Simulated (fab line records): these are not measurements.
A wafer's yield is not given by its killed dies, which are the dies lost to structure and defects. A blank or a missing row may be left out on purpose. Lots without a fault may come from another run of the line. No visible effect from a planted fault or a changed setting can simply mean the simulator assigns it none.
A lot that was struck, set against a sound lot :: flow rit cmos :: 21 steps out of a route of 202
Sound: these wafers, L646.1, L646.2, L646.5. Wafers L652.1, L652.3, L652.6 were the ones struck. Last of all comes the cause.
At each step with rows: each side's tool, then ch and its chambers, then its first start. Under that, the readings that differ: sound wafers :: struck wafers :: difference of the means :: sigmas: that difference in standard deviations of wafers without a fault.
alike: a reading whose means differ by less than 2 such deviations, as well as words and numbers matching on both sides. not compared: withheld readings; readings where some wafer has no value; bounds like >300 that might hide an equal value; numbers whose values overlap and for which the record gives no deviation.
The two part at a step that has a row with sigmas, a row that says differs or no value, or rows on one side only. Numbers that don't overlap but have no deviation are shown without sigmas and don't part them. Lack of a reading on every wafer of one side parts them only where that side has two or more wafers.

first, 1 step without rows for these wafers: RIT_SILICIDE_WET_ETCH_00 (etches SiO2 in BOE, target depth 14 nm, time 15 s).
RIT_SILICIDE_SPUTTER_01: material Ti, target thk 30 nm, time 240 s.
  sound on pvd sputter-04 at day 4 10:16; struck on pvd sputter-04 at day 5 14:26
  alike: throttle valve pct
RIT_SILICIDE_RS_MEAS_02: the measuring method here is four-point-probe.
  sound on film metro-01 at day 4 10:25; struck on film metro-02 at day 5 14:35
  alike: SILICIDE_TI_RS
RIT_SILICIDE_THK_MEAS_03: measures by xrf.
  sound on film metro-01 at day 4 10:32; struck on film metro-02 at day 5 14:42
  alike: SILICIDE_TI_THK
RIT_SILICIDE_RTA_04: time 10 s, ramp up 5 s, ramp down 5 s.
  sound on rtp anneal-02 ch 0, day 4 10:35; struck on rtp anneal-02 ch 0, day 5 14:46
  alike: wafer_temp_C_max
then, 1 step without rows for these wafers: RIT_SILICIDE_WET_ETCH_05 (etches Ti in SPM, time 120 s).
RIT_SILICIDE_RTA_06: time 10 s, ramp up 5 s, ramp down 10 s.
  sound on rtp anneal-01 ch 0, day 4 10:42; struck on rtp anneal-01 ch 0, day 5 14:52
  alike: wafer_temp_C_max
RIT_CONTACT_CVD_00: deposits SiO2 from TEOS, target thk 400 nm, time 61 s.
  sound on pecvd-03 ch 1,2, day 4 10:46; struck on pecvd-03 ch 1,2, day 5 14:56
  alike: heater power w, susceptor temp C
RIT_CONTACT_THK_MEAS_01:
  sound on film metro-04 at day 4 10:49; struck on film metro-02 at day 5 14:59
  alike: CONTACT_TEOS_THK
then, 3 steps without rows for these wafers: RIT_CONTACT_HMDS_02 (prime time 60 s); RIT_CONTACT_COAT_03 (resist thk 1000 nm); RIT_CONTACT_SOFTBAKE_04 (time 60 s).
RIT_CONTACT_EXPOSE_05: exposes mask M11, target cd 1000 nm.
  sound on iline stepper-02 ch 0, day 4 11:20; struck on iline stepper-01 ch 0, day 5 15:30
reading: exposure dose mJ cm2
sound: 250.48 250.50 250.52
struck: 240.89 240.79 240.94
difference: -9.63
sigmas: -40

reading: stage vel mm s (mm/s)
sound: 499.52 499.63 499.78
struck: 500.45 500.50 500.23
difference: +0.75
sigmas: +3
  alike: mask
then, 2 steps without rows for these wafers: RIT_CONTACT_PEB_06; RIT_CONTACT_DEVELOP_07 (develop time 120 s).
RIT_CONTACT_CD_MEAS_08: target cd 1000 nm.
  sound on cd sem-02 at day 4 11:50; struck on cd sem-02 at day 5 16:11
reading: cd nm (nm)
sound: 1001.6 997.7 998.5
struck: 1051.6 1064.4 1059.3
difference: +59.2
sigmas: +30
RIT_CONTACT_OVL_MEAS_09:
  sound on overlay-02 at day 4 11:58; struck on overlay-01 at day 5 16:19
reading: CONTACT_OVL (nm)
sound: -0.8 -2.4 -4.2
struck: 3.1 2.1 3.6
difference: +5.4
sigmas: +3
then, 1 step without rows for these wafers: RIT_CONTACT_HARDBAKE_10 (time 60 s).
RIT_CONTACT_ETCH_11: etches SiO2 in CHF3/CF4/Ar, stops on TiSi2, target depth 480 nm, time 320 s.
  sound on rie diel-03 ch 0,2,3, day 4 12:09; struck on rie diel-04 ch 0,1,3, day 5 16:29
reading: model.CONTACT.cd nm (nm)
sound: 1002 997.8 998.7
struck: 1051 1064 1059
difference: +58
sigmas: 
  alike: drypump motor current A, oes product au, throttle valve pct
  not compared: rf hours counter h
RIT_CONTACT_STRIP_12: strips in O2, time 180 s.
  sound on plasma asher-03 ch 0,1, day 4 12:20; struck on plasma asher-03 ch 0,1, day 5 16:41
  alike: drypump motor current A
  not compared: rf hours counter h
RIT_M1_PROBE_99:
  sound on prober-01 at day 4 17:20; struck on prober-01 at day 5 21:29
reading: model.etest.pmos turned.r on ohm um
sound: 3288 3300 3214
struck: 4831 4786 4796
difference: +1537
sigmas: 

reading: model.etest.pmos_0p3.r on ohm um
sound: 6217 6280 6083
struck: 7336 7325 7333
difference: +1138
sigmas: 

reading: model.etest.pmos_0p15.r on ohm um
sound: 2677 2663 2619
struck: 3535 3559 3504
difference: +880
sigmas: 

reading: model.etest.nmos_0p3.r on ohm um
sound: 2123 2139 2102
struck: 2329 2340 2326
difference: +210
sigmas: 

reading: model.etest.pldd.rs ohm sq
sound: 466.6 461.5 449.8
struck: 676.7 651.7 638.9
difference: +196.5
sigmas: 

reading: model.etest.pmos turned.drive ua um
sound: 200.7 201.2 205.7
struck: 119 119.1 119.8
difference: -83
sigmas: 

reading: model.etest.nmos_0p15.r on ohm um
sound: 1077 1078 1069
struck: 1173 1181 1164
difference: +98
sigmas: 

reading: model.etest.nmos_0p15.drive ua um
sound: 482.6 484.3 483.7
struck: 410.7 399.6 412.1
difference: -76.1
sigmas: 
  alike: killed_at_M0_to_M3, killed at front end, killed dies, killed open, killed short

== WHERE THEY PART ==
Last at RIT_CONTACT_OVL_MEAS_09 as far as this record goes, first at RIT_CONTACT_EXPOSE_05. Later steps at which nothing parts them and some readings are alike: RIT_CONTACT_ETCH_11, RIT_CONTACT_STRIP_12, RIT_M1_PROBE_99.

WHY: whatever the simulator had introduced
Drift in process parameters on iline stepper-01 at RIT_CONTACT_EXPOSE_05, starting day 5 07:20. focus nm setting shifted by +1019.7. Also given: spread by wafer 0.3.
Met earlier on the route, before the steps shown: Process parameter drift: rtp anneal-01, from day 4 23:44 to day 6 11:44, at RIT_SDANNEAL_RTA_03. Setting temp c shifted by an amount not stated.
